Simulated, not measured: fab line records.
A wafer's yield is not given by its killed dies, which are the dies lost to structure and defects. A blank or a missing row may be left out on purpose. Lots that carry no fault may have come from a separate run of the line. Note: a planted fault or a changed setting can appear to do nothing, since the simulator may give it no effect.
fab line records ; flow berkeleyCmos170
record lots=5; wafers=23
route steps=331 shown PSD@179 SILICIDE@211 CONTACT@220 M1@244 M2@272 V2@299
startH: hours from the record's first day to the start of the lot's first wafer shown ; waitH: hours from the lot's prior step to this one ; " repeats the value in the row above ; L1.1+2: one row covering several wafers at once ; - no value, or no start was given ; * or withheld: withheld ; < > ~ a bound
route shown NAME@n: names a module that has steps shown in the file, with the first one's number in the route ; usual: mean/standard deviation of fault-free wafers ; same: alike in all rows ; chamber/n: place in a boat ; sites: readings site by site ; _std_site: how widely they spread, as a standard deviation ; _edge_site: the outer-site mean with the inner-site mean subtracted ; radiusMm: for every site, how far away it sits from the centre of the wafer ; mask NAME#n: copy n ; behind: tool/chamber where the wafer was last shaped ; hold: why the lot was held/for how many hours/how that ended ; device: which transistor (n, p or np) failed to switch ; end of line: tests of these same wafers at the route's end ; step lacking rows: just its recipe ; killed: the dies lost at the first sort to structure and to defects; this is not the yield of the wafer ; map: dies across one wafer; x = killed, . = not, _ = none there
set.NAME: setting as actually run; set.NAME@STEP: the setting as run at that earlier step ; model.NAME: the simulator's own value behind a step, which no gauge read
one table per step and one row per wafer, for lots whose settings were changed on purpose
## steps
# step UCB170_PSD_PEB_04
# recipe pebTempC=130; pebTimeS=withheld; resist=KrF
lot.wafer;tool;chamber;startH;waitH;set.pebTempC
L077.1+5+6;lithoTrack-01;0;165.86;0.2;130
L077.2+3;lithoTrack-01;0;165.86;0.2;131.8
L078.1+4+5;lithoTrack-02;0;191.95;0.5;130
L082.1+2+6;lithoTrack-02;0;204.50;0.1;130
L082.3+5;lithoTrack-02;0;204.50;0.1;131.1
L081.1+3+6;lithoTrack-04;0;205.07;0.1;130
L081.2+4;lithoTrack-04;0;205.07;0.1;127.5
L085.1+4+5;lithoTrack-02;0;220.25;0.7;130
L085.2+3;lithoTrack-02;0;220.25;0.7;131.4
# step UCB170_PSD_DEVELOP_05
# recipe developer=TMAH; developTimeS=45; resist=KrF; devTempC=21
# step UCB170_PSD_CD_MEAS_06
# recipe targetCdNm=1200
# usual cdNm=1200.6/1.5
lot.wafer;tool;chamber;startH;waitH;set.pebTempC@PSD_PEB_04;cdNm
L077.1;cdSem-02;-;166.14;-;130;1200.0
L077.2;cdSem-02;-;166.14;-;131.8;1213.3
L077.3;cdSem-02;-;166.14;-;131.8;1212.3
L077.5;cdSem-02;-;166.14;-;130;1200.9
L077.6;cdSem-02;-;166.14;-;130;1202.2
L078.1;cdSem-01;-;192.23;-;130;1199.2
L078.4;cdSem-01;-;192.23;-;130;1198.8
L078.5;cdSem-01;-;192.23;-;130;1199.6
L082.1;cdSem-02;-;204.77;-;130;1203.4
L082.2;cdSem-02;-;204.77;-;130;1204.1
L082.3;cdSem-02;-;204.77;-;131.1;1208.8
L082.5;cdSem-02;-;204.77;-;131.1;1210.1
L082.6;cdSem-02;-;204.77;-;130;1202.9
L081.1;cdSem-01;-;205.35;-;130;1202.3
L081.2;cdSem-01;-;205.35;-;127.5;1183.0
L081.3;cdSem-01;-;205.35;-;130;1200.9
L081.4;cdSem-01;-;205.35;-;127.5;1184.0
L081.6;cdSem-01;-;205.35;-;130;1201.0
L085.1;cdSem-02;-;220.53;-;130;1199.2
L085.2;cdSem-02;-;220.53;-;131.4;1208.2
L085.3;cdSem-02;-;220.53;-;131.4;1207.5
L085.4;cdSem-02;-;220.53;-;130;1199.0
L085.5;cdSem-02;-;220.53;-;130;1200.2
# step UCB170_PSD_IMPLANT_08
# recipe species=B; doseCm2=3e+15; energyKev=20; tiltDeg=7
# step UCB170_PSD_STRIP_09
# recipe chemistry=O2; powerW=400; pressureMtorr=3500; platenTempC=withheld; o2FlowSccm=400; overashFraction=0.5
# usual stripTimeToEndpointS=29.40/0.07
lot.wafer;tool;chamber;startH;waitH;set.resistThkNm@PSD_COAT_01;stripTimeToEndpointS
L077.1;plasmaAsher-01;1;166.44;0.1;900;29.41
L077.2;plasmaAsher-01;0;166.44;0.1;883.1;29.08
L077.3;plasmaAsher-01;1;166.44;0.1;900;29.40
L077.5;plasmaAsher-01;0;166.44;0.1;900;29.36
L077.6;plasmaAsher-01;1;166.44;0.1;883.1;28.95
L078.1;plasmaAsher-01;0;192.53;0.1;900;29.41
L078.4;plasmaAsher-01;1;192.53;0.1;900;29.40
L078.5;plasmaAsher-01;1;192.53;0.1;900;29.43
L082.1;plasmaAsher-02;1;205.08;0.1;900;29.46
L082.2;plasmaAsher-02;0;205.08;0.1;900;29.38
L082.3;plasmaAsher-02;0;205.08;0.1;900;29.34
L082.5;plasmaAsher-02;1;205.08;0.1;900;29.34
L082.6;plasmaAsher-02;0;205.08;0.1;900;29.37
L081.1;plasmaAsher-02;1;205.66;0.1;874.2;28.90
L081.2;plasmaAsher-02;0;205.66;0.1;874.2;28.82
L081.3;plasmaAsher-02;0;205.66;0.1;900;29.50
L081.4;plasmaAsher-02;1;205.66;0.1;900;29.50
L081.6;plasmaAsher-02;0;205.66;0.1;900;29.46
L085.1;plasmaAsher-02;1;220.83;0.1;900;29.29
L085.2;plasmaAsher-02;0;220.83;0.1;900;29.30
L085.3;plasmaAsher-02;1;220.83;0.1;900;29.34
L085.4;plasmaAsher-02;0;220.83;0.1;900;29.27
L085.5;plasmaAsher-02;0;220.83;0.1;900;29.24
# step UCB170_SILICIDE_SPUTTER_01
# recipe material=Ti; targetThkNm=30; timeS=25; powerW=1500; chamberPressurePa=0.5
lot.wafer;tool;chamber;startH;waitH;set.timeS;model.Ti_of_SILICIDE_SPUTTER_01.thkNm
L077.1;pvdSputter-01;-;173.46;0.0;25;30.38
L077.2;pvdSputter-01;-;173.46;0.0;28.07;34.03
L077.3;pvdSputter-01;-;173.46;0.0;28.07;34.12
L077.5;pvdSputter-01;-;173.46;0.0;25;30.54
L077.6;pvdSputter-01;-;173.46;0.0;28.07;34.06
L078.1;pvdSputter-04;-;197.46;0.0;25;30.38
L078.4;pvdSputter-04;-;197.46;0.0;25;29.89
L078.5;pvdSputter-04;-;197.46;0.0;25;30.54
L082.1;pvdSputter-01;-;208.80;0.0;25;30.29
L082.2;pvdSputter-01;-;208.80;0.0;23.68;28.75
L082.3;pvdSputter-01;-;208.80;0.0;25;30.26
L082.5;pvdSputter-01;-;208.80;0.0;25;30.19
L082.6;pvdSputter-01;-;208.80;0.0;23.68;28.73
L081.1;pvdSputter-02;-;209.50;0.0;25;30.37
L081.2;pvdSputter-02;-;209.50;0.0;25;30.24
L081.3;pvdSputter-02;-;209.50;0.0;25;30.14
L081.4;pvdSputter-02;-;209.50;0.0;25;30.39
L081.6;pvdSputter-02;-;209.50;0.0;25;30.27
L085.1;pvdSputter-02;-;224.78;0.0;26.44;31.9
L085.2;pvdSputter-02;-;224.78;0.0;26.44;32.27
L085.3;pvdSputter-02;-;224.78;0.0;25;30.24
L085.4;pvdSputter-02;-;224.78;0.0;25;30.19
L085.5;pvdSputter-02;-;224.78;0.0;26.44;31.93
# step UCB170_SILICIDE_RS_MEAS_02
# recipe thkMeasGauge=four-point-probe; reads=Ti_of_SILICIDE_SPUTTER_01
# usual SILICIDE_TI_RS=26.0/0.31
lot.wafer;tool;chamber;startH;waitH;set.timeS@SILICIDE_SPUTTER_01;SILICIDE_TI_RS[ohm/sq]
L077.1;filmMetro-02;-;173.49;0.0;25;25.7
L077.2;filmMetro-02;-;173.49;0.0;28.07;22.5
L077.3;filmMetro-02;-;173.49;0.0;28.07;22.5
L077.5;filmMetro-02;-;173.49;0.0;25;25.6
L077.6;filmMetro-02;-;173.49;0.0;28.07;22.6
L078.1;filmMetro-02;-;197.49;0.0;25;25.7
L078.4;filmMetro-02;-;197.49;0.0;25;26.2
L078.5;filmMetro-02;-;197.49;0.0;25;25.6
L082.1;filmMetro-01;-;208.83;0.0;25;25.8
L082.2;filmMetro-01;-;208.83;0.0;23.68;27.4
L082.3;filmMetro-01;-;208.83;0.0;25;25.9
L082.5;filmMetro-01;-;208.83;0.0;25;25.9
L082.6;filmMetro-01;-;208.83;0.0;23.68;27.5
L081.1;filmMetro-01;-;209.53;0.0;25;25.7
L081.2;filmMetro-01;-;209.53;0.0;25;25.9
L081.3;filmMetro-01;-;209.53;0.0;25;26.0
L081.4;filmMetro-01;-;209.53;0.0;25;25.7
L081.6;filmMetro-01;-;209.53;0.0;25;25.8
L085.1;filmMetro-02;-;224.81;0.0;26.44;24.3
L085.2;filmMetro-02;-;224.81;0.0;26.44;24.0
L085.3;filmMetro-02;-;224.81;0.0;25;25.8
L085.4;filmMetro-02;-;224.81;0.0;25;25.9
L085.5;filmMetro-02;-;224.81;0.0;26.44;24.3
# step UCB170_SILICIDE_THK_MEAS_03
# recipe thkMeasGauge=xrf; reads=Ti_of_SILICIDE_SPUTTER_01
# usual SILICIDE_TI_THK=30.2/0.33
lot.wafer;tool;chamber;startH;waitH;set.timeS@SILICIDE_SPUTTER_01;SILICIDE_TI_THK[nm]
L077.1;filmMetro-02;-;173.61;0.1;25;30.4
L077.2;filmMetro-02;-;173.61;0.1;28.07;34.2
L077.3;filmMetro-02;-;173.61;0.1;28.07;34.2
L077.5;filmMetro-02;-;173.61;0.1;25;30.5
L077.6;filmMetro-02;-;173.61;0.1;28.07;34.0
L078.1;filmMetro-02;-;197.61;0.1;25;30.6
L078.4;filmMetro-02;-;197.61;0.1;25;29.9
L078.5;filmMetro-02;-;197.61;0.1;25;30.6
L082.1;filmMetro-01;-;208.95;0.1;25;30.5
L082.2;filmMetro-01;-;208.95;0.1;23.68;28.8
L082.3;filmMetro-01;-;208.95;0.1;25;30.4
L082.5;filmMetro-01;-;208.95;0.1;25;30.2
L082.6;filmMetro-01;-;208.95;0.1;23.68;28.9
L081.1;filmMetro-01;-;209.65;0.1;25;30.4
L081.2;filmMetro-01;-;209.65;0.1;25;30.5
L081.3;filmMetro-01;-;209.65;0.1;25;30.2
L081.4;filmMetro-01;-;209.65;0.1;25;30.5
L081.6;filmMetro-01;-;209.65;0.1;25;30.3
L085.1;filmMetro-02;-;224.93;0.1;26.44;32.1
L085.2;filmMetro-02;-;224.93;0.1;26.44;32.4
L085.3;filmMetro-02;-;224.93;0.1;25;30.5
L085.4;filmMetro-02;-;224.93;0.1;25;30.3
L085.5;filmMetro-02;-;224.93;0.1;26.44;32.1
# step UCB170_CONTACT_COAT_04
# recipe resist=KrF; spinRpm=1500; resistThkNm=900
lot.wafer;tool;chamber;startH;waitH;set.resistThkNm;model.KrF_of_CONTACT_COAT_04.thkNm
L077.1;lithoTrack-02;0;177.33;0.1;900;896.8
L077.2;lithoTrack-02;0;177.33;0.1;951.5;949.6
L077.3;lithoTrack-02;0;177.33;0.1;951.5;948.3
L077.5;lithoTrack-02;0;177.33;0.1;951.5;951.2
L077.6;lithoTrack-02;0;177.33;0.1;900;895.9
L078.1;lithoTrack-01;0;199.95;0.1;900;902.3
L078.4;lithoTrack-01;0;199.95;0.1;900;899.5
L078.5;lithoTrack-01;0;199.95;0.1;900;902
L082.1;lithoTrack-02;0;211.28;0.1;900;897.1
L082.2;lithoTrack-02;0;211.28;0.1;900;896.1
L082.3;lithoTrack-02;0;211.28;0.1;900;896.3
L082.5;lithoTrack-02;0;211.28;0.1;850.2;846.9
L082.6;lithoTrack-02;0;211.28;0.1;850.2;847.5
L081.1;lithoTrack-01;0;213.55;0.1;900;901.6
L081.2;lithoTrack-01;0;213.55;0.1;915.1;912.4
L081.3;lithoTrack-01;0;213.55;0.1;900;900.9
L081.4;lithoTrack-01;0;213.55;0.1;915.1;915.1
L081.6;lithoTrack-01;0;213.55;0.1;915.1;916.2
L085.1;lithoTrack-02;0;228.26;0.1;900;898.7
L085.2;lithoTrack-02;0;228.26;0.1;935.1;935.7
L085.3;lithoTrack-02;0;228.26;0.1;935.1;934.4
L085.4;lithoTrack-02;0;228.26;0.1;935.1;937.2
L085.5;lithoTrack-02;0;228.26;0.1;900;900.5
# step UCB170_CONTACT_SOFTBAKE_05
# recipe resist=KrF; tempC=130; timeS=60
# step UCB170_CONTACT_STRIP_06
# recipe chemistry=O2; powerW=400; pressureMtorr=3500; platenTempC=withheld; o2FlowSccm=400; overashFraction=0.5
# usual stripTimeToEndpointS=21.98/0.068
lot.wafer;tool;chamber;startH;waitH;set.resistThkNm@CONTACT_COAT_04;stripTimeToEndpointS
L077.1;plasmaAsher-01;0;177.64;0.1;900;21.89
L077.2;plasmaAsher-01;1;177.64;0.1;951.5;23.15
L077.3;plasmaAsher-01;1;177.64;0.1;951.5;23.12
L077.5;plasmaAsher-01;0;177.64;0.1;951.5;23.18
L077.6;plasmaAsher-01;1;177.64;0.1;900;21.87
L078.1;plasmaAsher-01;1;200.25;0.1;900;22.01
L078.4;plasmaAsher-01;1;200.25;0.1;900;21.93
L078.5;plasmaAsher-01;0;200.25;0.1;900;22.02
L082.1;plasmaAsher-02;0;211.58;0.1;900;21.89
L082.2;plasmaAsher-02;1;211.58;0.1;900;21.86
L082.3;plasmaAsher-02;1;211.58;0.1;900;21.87
L082.5;plasmaAsher-02;0;211.58;0.1;850.2;20.69
L082.6;plasmaAsher-02;1;211.58;0.1;850.2;20.71
L081.1;plasmaAsher-02;1;213.85;0.1;900;22.01
L081.2;plasmaAsher-02;0;213.85;0.1;915.1;22.26
L081.3;plasmaAsher-02;0;213.85;0.1;900;22.00
L081.4;plasmaAsher-02;1;213.85;0.1;915.1;22.32
L081.6;plasmaAsher-02;1;213.85;0.1;915.1;22.35
L085.1;plasmaAsher-02;1;228.56;0.1;900;21.92
L085.2;plasmaAsher-02;0;228.56;0.1;935.1;22.82
L085.3;plasmaAsher-02;0;228.56;0.1;935.1;22.79
L085.4;plasmaAsher-02;1;228.56;0.1;935.1;22.85
L085.5;plasmaAsher-02;1;228.56;0.1;900;21.99
# step UCB170_M1_EXPOSE_06
# recipe maskId=METAL1; targetCdNm=700; na=0.5; sigmaOuter=0.6; sourceShape=conventional; doseMj=21
lot.wafer;tool;chamber;startH;waitH;mask;set.doseMj
L077.1+5+6;krfScanner-02;0;180.88;-;METAL1#0;21.88
L077.2+3;krfScanner-02;0;180.88;-;METAL1#0;21
L078.1+4+5;krfScanner-02;0;202.93;-;METAL1#0;21
L082.1+5+6;krfScanner-01;0;216.59;-;METAL1#0;22.24
L082.2+3;krfScanner-01;0;216.59;-;METAL1#0;21
L081.1+2+3+4+6;krfScanner-02;0;219.92;-;METAL1#0;21
L085.1+2+3;krfScanner-01;0;233.69;-;METAL1#0;21
L085.4+5;krfScanner-01;0;233.69;-;METAL1#0;21.65
# step UCB170_M1_PEB_07
# recipe pebTempC=130; pebTimeS=withheld; resist=KrF
# step UCB170_M1_DEVELOP_08
# recipe developer=TMAH; developTimeS=45; resist=KrF; devTempC=21
# step UCB170_M1_CD_MEAS_09
# recipe targetCdNm=700
# usual cdNm=699.8/1.4
lot.wafer;tool;chamber;startH;waitH;set.doseMj@M1_EXPOSE_06;cdNm
L077.1;cdSem-02;-;181.90;-;21.88;691.3
L077.2;cdSem-02;-;181.90;-;21;698.5
L077.3;cdSem-02;-;181.90;-;21;697.7
L077.5;cdSem-02;-;181.90;-;21.88;689.4
L077.6;cdSem-02;-;181.90;-;21.88;691.5
L078.1;cdSem-02;-;203.32;-;21;703.2
L078.4;cdSem-02;-;203.32;-;21;701.7
L078.5;cdSem-02;-;203.32;-;21;700.7
L082.1;cdSem-02;-;217.80;-;22.24;690.9
L082.2;cdSem-02;-;217.80;-;21;699.5
L082.3;cdSem-02;-;217.80;-;21;698.5
L082.5;cdSem-02;-;217.80;-;22.24;691.0
L082.6;cdSem-02;-;217.80;-;22.24;689.2
L081.1;cdSem-02;-;220.80;-;21;700.4
L081.2;cdSem-02;-;220.80;-;21;699.0
L081.3;cdSem-02;-;220.80;-;21;698.5
L081.4;cdSem-02;-;220.80;-;21;698.6
L081.6;cdSem-02;-;220.80;-;21;697.6
L085.1;cdSem-02;-;234.36;-;21;700.0
L085.2;cdSem-02;-;234.36;-;21;698.7
L085.3;cdSem-02;-;234.36;-;21;699.4
L085.4;cdSem-02;-;234.36;-;21.65;694.1
L085.5;cdSem-02;-;234.36;-;21.65;694.6
# step UCB170_M1_ETCH_11
# recipe chemistry=N2/H2; targetDepthA=withheld; overetchA=withheld; target=BARC; timeS=withheld; sourceW=500; biasW=100; pressureMtorr=30; n2FlowSccm=100; h2FlowSccm=200
lot.wafer;tool;chamber;startH;waitH;set.doseMj@M1_EXPOSE_06;model.M1.cdNm
L077.1;rieDiel-01;1;182.05;0.0;21.88;690.9
L077.2;rieDiel-01;3;182.05;0.0;21;698
L077.3;rieDiel-01;2;182.05;0.0;21;697.1
L077.5;rieDiel-01;2;182.05;0.0;21.88;688.2
L077.6;rieDiel-01;3;182.05;0.0;21.88;690.7
L078.1;rieDiel-03;1;203.47;0.0;21;703.7
L078.4;rieDiel-03;2;203.47;0.0;21;701.5
L078.5;rieDiel-03;0;203.47;0.0;21;701.2
L082.1+5;rieDiel-04;1,3;217.96;0.0;22.24;690.6
L082.2;rieDiel-04;0;217.96;0.0;21;699.1
L082.3;rieDiel-04;3;217.96;0.0;21;699
L082.6;rieDiel-04;0;217.96;0.0;22.24;688.9
L081.1;rieDiel-03;1;220.96;0.0;21;700.8
L081.2;rieDiel-03;2;220.96;0.0;21;699.3
L081.3+4;rieDiel-03;0,3;220.96;0.0;21;698.3
L081.6;rieDiel-03;1;220.96;0.0;21;697.7
L085.1;rieDiel-01;1;234.51;0.0;21;699.1
L085.2;rieDiel-01;3;234.51;0.0;21;698.1
L085.3;rieDiel-01;0;234.51;0.0;21;699
L085.4;rieDiel-01;2;234.51;0.0;21.65;692.5
L085.5;rieDiel-01;0;234.51;0.0;21.65;693.9
# step UCB170_M1_METAL_ETCH_12
# recipe chemistry=Cl2/BCl3; target=Al; stopOn=PSG; pressureMtorr=12; targetDepthA=7800; overEtchFrac=0.3; timeS=130; icpW=600; biasW=120; Cl2_flow_sccm=90; bcl3FlowSccm=45
lot.wafer;tool;chamber;startH;waitH;set.timeS;model.KrF_of_M1_COAT_04.thkNm
L077.1;rieMetal-02;0;182.10;-;130;430
L077.2;rieMetal-02;1;182.10;-;113.9;485.8
L077.3;rieMetal-02;1;182.10;-;130;425.2
L077.5;rieMetal-02;0;182.10;-;113.9;488.4
L077.6;rieMetal-02;1;182.10;-;130;427.8
L078.1;rieMetal-02;0;203.52;-;130;433
L078.4;rieMetal-02;1;203.52;-;130;430.9
L078.5;rieMetal-02;0;203.52;-;130;435.3
L082.1;rieMetal-02;1;218.00;-;130;435
L082.2;rieMetal-02;0;218.00;-;142.6;384.5
L082.3;rieMetal-02;0;218.00;-;142.6;387.6
L082.5;rieMetal-02;1;218.00;-;142.6;388.8
L082.6;rieMetal-02;0;218.00;-;130;431
L081.1;rieMetal-01;1;221.00;-;130;438
L081.2;rieMetal-01;0;221.00;-;130;426.3
L081.3;rieMetal-01;0;221.00;-;113.9;480.6
L081.4;rieMetal-01;1;221.00;-;113.9;493.1
L081.6;rieMetal-01;0;221.00;-;130;422.4
L085.1;rieMetal-02;0;234.56;-;130;432.3
L085.2;rieMetal-02;1;234.56;-;110.8;498.9
L085.3;rieMetal-02;0;234.56;-;130;431.6
L085.4;rieMetal-02;1;234.56;-;130;435.4
L085.5;rieMetal-02;0;234.56;-;110.8;499.6
# step UCB170_M2_SPUTTER_01
# recipe material=Al; targetThkNm=900; timeS=120; powerW=6000; chamberPressurePa=0.5
lot.wafer;tool;chamber;startH;waitH;set.powerW;model.Al_of_M2_SPUTTER_01.thkNm
L077.1;pvdSputter-02;-;189.22;0.0;6000;888.2
L077.2;pvdSputter-02;-;189.22;0.0;6403;944.3
L077.3;pvdSputter-02;-;189.22;0.0;6000;888.5
L077.5;pvdSputter-02;-;189.22;0.0;6403;948.4
L077.6;pvdSputter-02;-;189.22;0.0;6403;943.8
L078.1;pvdSputter-03;-;208.96;0.0;6000;888.3
L078.4;pvdSputter-03;-;208.96;0.0;6000;900.2
L078.5;pvdSputter-03;-;208.96;0.0;6000;905.2
L082.1;pvdSputter-03;-;222.35;0.0;6000;903.1
L082.2;pvdSputter-03;-;222.35;0.0;6000;910.5
L082.3;pvdSputter-03;-;222.35;0.0;6000;914.8
L082.5;pvdSputter-03;-;222.35;0.0;6000;918.9
L082.6;pvdSputter-03;-;222.35;0.0;6000;901.1
L081.1;pvdSputter-03;-;225.34;0.0;6196;941.5
L081.2;pvdSputter-03;-;225.34;0.0;6196;922.7
L081.3;pvdSputter-03;-;225.34;0.0;6000;908.6
L081.4;pvdSputter-03;-;225.34;0.0;6196;934.9
L081.6;pvdSputter-03;-;225.34;0.0;6000;889.9
L085.1;pvdSputter-02;-;238.76;0.0;6000;909.3
L085.2;pvdSputter-02;-;238.76;0.0;6000;899.8
L085.3;pvdSputter-02;-;238.76;0.0;5476;831
L085.4;pvdSputter-02;-;238.76;0.0;5476;834.9
L085.5;pvdSputter-02;-;238.76;0.0;5476;831.5
# step UCB170_M2_RS_MEAS_02
# recipe thkMeasGauge=four-point-probe; reads=Al_of_M2_SPUTTER_01
# usual M2_AL_RS=0.0322/0.0004
lot.wafer;tool;chamber;startH;waitH;set.powerW@M2_SPUTTER_01;M2_AL_RS[ohm/sq]
L077.1;filmMetro-01;-;189.30;0.0;6000;0.0326
L077.2;filmMetro-01;-;189.30;0.0;6403;0.0307
L077.3;filmMetro-01;-;189.30;0.0;6000;0.0326
L077.5;filmMetro-01;-;189.30;0.0;6403;0.0305
L077.6;filmMetro-01;-;189.30;0.0;6403;0.0307
L078.1;filmMetro-01;-;209.04;0.0;6000;0.0327
L078.4;filmMetro-01;-;209.04;0.0;6000;0.0322
L078.5;filmMetro-01;-;209.04;0.0;6000;0.0320
L082.1;filmMetro-04;-;222.44;0.0;6000;0.0321
L082.2;filmMetro-04;-;222.44;0.0;6000;0.0318
L082.3;filmMetro-04;-;222.44;0.0;6000;0.0315
L082.5;filmMetro-04;-;222.44;0.0;6000;0.0315
L082.6;filmMetro-04;-;222.44;0.0;6000;0.0320
L081.1;filmMetro-01;-;225.42;0.0;6196;0.0307
L081.2;filmMetro-01;-;225.42;0.0;6196;0.0314
L081.3;filmMetro-01;-;225.42;0.0;6000;0.0319
L081.4;filmMetro-01;-;225.42;0.0;6196;0.0310
L081.6;filmMetro-01;-;225.42;0.0;6000;0.0326
L085.1;filmMetro-02;-;238.85;0.0;6000;0.0318
L085.2;filmMetro-02;-;238.85;0.0;6000;0.0322
L085.3;filmMetro-02;-;238.85;0.0;5476;0.0349
L085.4;filmMetro-02;-;238.85;0.0;5476;0.0347
L085.5;filmMetro-02;-;238.85;0.0;5476;0.0348
# step UCB170_M2_THK_MEAS_03
# recipe thkMeasGauge=xrf; reads=Al_of_M2_SPUTTER_01
# usual M2_AL_THK=900/12
lot.wafer;tool;chamber;startH;waitH;set.powerW@M2_SPUTTER_01;M2_AL_THK[nm]
L077.1;filmMetro-01;-;189.42;0.1;6000;889
L077.2;filmMetro-01;-;189.42;0.1;6403;948
L077.3;filmMetro-01;-;189.42;0.1;6000;888
L077.5;filmMetro-01;-;189.42;0.1;6403;952
L077.6;filmMetro-01;-;189.42;0.1;6403;944
L078.1;filmMetro-01;-;209.16;0.1;6000;884
L078.4;filmMetro-01;-;209.16;0.1;6000;900
L078.5;filmMetro-01;-;209.16;0.1;6000;893
L082.1;filmMetro-04;-;222.56;0.1;6000;907
L082.2;filmMetro-04;-;222.56;0.1;6000;907
L082.3;filmMetro-04;-;222.56;0.1;6000;918
L082.5;filmMetro-04;-;222.56;0.1;6000;918
L082.6;filmMetro-04;-;222.56;0.1;6000;898
L081.1;filmMetro-01;-;225.54;0.1;6196;943
L081.2;filmMetro-01;-;225.54;0.1;6196;927
L081.3;filmMetro-01;-;225.54;0.1;6000;911
L081.4;filmMetro-01;-;225.54;0.1;6196;935
L081.6;filmMetro-01;-;225.54;0.1;6000;891
L085.1;filmMetro-02;-;238.97;0.1;6000;908
L085.2;filmMetro-02;-;238.97;0.1;6000;899
L085.3;filmMetro-02;-;238.97;0.1;5476;826
L085.4;filmMetro-02;-;238.97;0.1;5476;838
L085.5;filmMetro-02;-;238.97;0.1;5476;833
# step UCB170_M2_METAL_ETCH_18
# recipe chemistry=Cl2/BCl3; target=Al; stopOn=SiO2; pressureMtorr=12; targetDepthA=11700; overEtchFrac=0.3; timeS=195; icpW=600; biasW=120; Cl2_flow_sccm=90; bcl3FlowSccm=45
# usual oesProductAu=0.853/0.013
lot.wafer;tool;chamber;startH;waitH;set.icpW;set.powerW@M2_SPUTTER_01;oesProductAu
L077.1;rieMetal-03;1;193.06;-;600;6000;0.834
L077.2;rieMetal-03;0;193.06;-;600;6403;0.865
L077.3;rieMetal-03;0;193.06;-;600;6000;0.838
L077.5;rieMetal-03;1;193.06;-;600;6403;0.867
L077.6;rieMetal-03;0;193.06;-;600;6403;0.871
L078.1;rieMetal-01;0;211.31;-;600;6000;0.858
L078.4;rieMetal-01;1;211.31;-;600;6000;0.847
L078.5;rieMetal-01;0;211.31;-;600;6000;0.859
L082.1;rieMetal-01;1;225.06;-;600;6000;0.851
L082.2;rieMetal-01;0;225.06;-;621.1;6000;0.857
L082.3;rieMetal-01;0;225.06;-;600;6000;0.873
L082.5;rieMetal-01;0;225.06;-;621.1;6000;0.865
L082.6;rieMetal-01;1;225.06;-;600;6000;0.852
L081.1;rieMetal-03;0;227.38;-;600;6196;0.870
L081.2;rieMetal-03;1;227.38;-;600;6196;0.853
L081.3;rieMetal-03;0;227.38;-;600;6000;0.843
L081.4;rieMetal-03;1;227.38;-;600;6196;0.864
L081.6;rieMetal-03;1;227.38;-;600;6000;0.836
L085.1;rieMetal-03;0;241.23;-;567.1;6000;0.854
L085.2;rieMetal-03;1;241.23;-;600;6000;0.839
L085.3;rieMetal-03;0;241.23;-;567.1;5476;0.813
L085.4;rieMetal-03;1;241.23;-;600;5476;0.807
L085.5;rieMetal-03;0;241.23;-;567.1;5476;0.814
# step UCB170_V2_COAT_07
# recipe resist=KrF; spinRpm=1500; resistThkNm=900
lot.wafer;tool;chamber;startH;waitH;set.resistThkNm;model.KrF_of_V2_COAT_07.thkNm
L077.1;lithoTrack-01;0;195.46;0.1;943.6;948.9
L077.2;lithoTrack-01;0;195.46;0.1;900;903
L077.3;lithoTrack-01;0;195.46;0.1;900;902.5
L077.5;lithoTrack-01;0;195.46;0.1;943.6;949.8
L077.6;lithoTrack-01;0;195.46;0.1;900;905.2
L078.1;lithoTrack-02;0;213.33;0.1;900;898.2
L078.4;lithoTrack-02;0;213.33;0.1;900;899
L078.5;lithoTrack-02;0;213.33;0.1;900;897.2
L082.1;lithoTrack-02;0;226.78;0.1;882.5;877.4
L082.2;lithoTrack-02;0;226.78;0.1;900;897
L082.3;lithoTrack-02;0;226.78;0.1;882.5;880.9
L082.5;lithoTrack-02;0;226.78;0.1;900;894.4
L082.6;lithoTrack-02;0;226.78;0.1;900;895.8
L081.1;lithoTrack-02;0;229.43;0.1;923.4;918.8
L081.2;lithoTrack-02;0;229.43;0.1;900;899.4
L081.3;lithoTrack-02;0;229.43;0.1;923.4;919.6
L081.4;lithoTrack-02;0;229.43;0.1;923.4;921
L081.6;lithoTrack-02;0;229.43;0.1;900;900
L085.1;lithoTrack-01;0;242.65;0.1;872.5;867.8
L085.2;lithoTrack-01;0;242.65;0.1;900;899.7
L085.3;lithoTrack-01;0;242.65;0.1;900;898.1
L085.4;lithoTrack-01;0;242.65;0.1;872.5;873
L085.5;lithoTrack-01;0;242.65;0.1;900;899.5
## key
split step=UCB170_PSD_PEB_04; setting=pebTempC; stated=130; by=wafer
response step=UCB170_PSD_CD_MEAS_06; reading=cdNm; change=+8.65; per=1%; r=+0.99
split step=UCB170_SILICIDE_SPUTTER_01; setting=timeS; stated=25; by=wafer
response step=UCB170_SILICIDE_SPUTTER_01; reading=model.Ti_of_SILICIDE_SPUTTER_01.thkNm; change=+0.296; per=1%; r=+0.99
response step=UCB170_SILICIDE_RS_MEAS_02; reading=SILICIDE_TI_RS; change=-0.268; per=1%; r=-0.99
response step=UCB170_SILICIDE_THK_MEAS_03; reading=SILICIDE_TI_THK; change=+0.302; per=1%; r=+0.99
split step=UCB170_CONTACT_COAT_04; setting=resistThkNm; stated=900; by=wafer
response step=UCB170_CONTACT_COAT_04; reading=model.KrF_of_CONTACT_COAT_04.thkNm; change=+9.11; per=1%; r=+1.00
response step=UCB170_CONTACT_STRIP_06; reading=stripTimeToEndpointS; change=*; per=1%; r=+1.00
split step=UCB170_M1_EXPOSE_06; setting=doseMj; stated=21; by=wafer
response step=UCB170_M1_CD_MEAS_09; reading=cdNm; change=-1.58; per=1%; r=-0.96
response step=UCB170_M1_ETCH_11; reading=model.M1.cdNm; change=-1.65; per=1%; r=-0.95
split step=UCB170_M1_METAL_ETCH_12; setting=timeS; stated=130; by=wafer
response step=UCB170_M1_METAL_ETCH_12; reading=model.KrF_of_M1_COAT_04.thkNm; change=-4.65; per=1%; r=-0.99
split step=UCB170_M2_SPUTTER_01; setting=powerW; stated=6000; by=wafer
response step=UCB170_M2_SPUTTER_01; reading=model.Al_of_M2_SPUTTER_01.thkNm; change=+8.51; per=1%; r=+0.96
response step=UCB170_M2_RS_MEAS_02; reading=M2_AL_RS; change=-0.000315; per=1%; r=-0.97
response step=UCB170_M2_THK_MEAS_03; reading=M2_AL_THK; change=+8.57; per=1%; r=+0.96
response step=UCB170_M2_METAL_ETCH_18; reading=oesProductAu; change=+0.00454; per=1%; r=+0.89
split step=UCB170_M2_METAL_ETCH_18; setting=icpW; stated=600; by=wafer
response none clear
split step=UCB170_V2_COAT_07; setting=resistThkNm; stated=900; by=wafer
response step=UCB170_V2_COAT_07; reading=model.KrF_of_V2_COAT_07.thkNm; change=+9.09; per=1%; r=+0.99
split outsideThisFile step=UCB170_PSD_COAT_01 setting=resistThkNm
# split outsideThisFile: this setting was split too, and the file shows its column; the key of that split is in another file
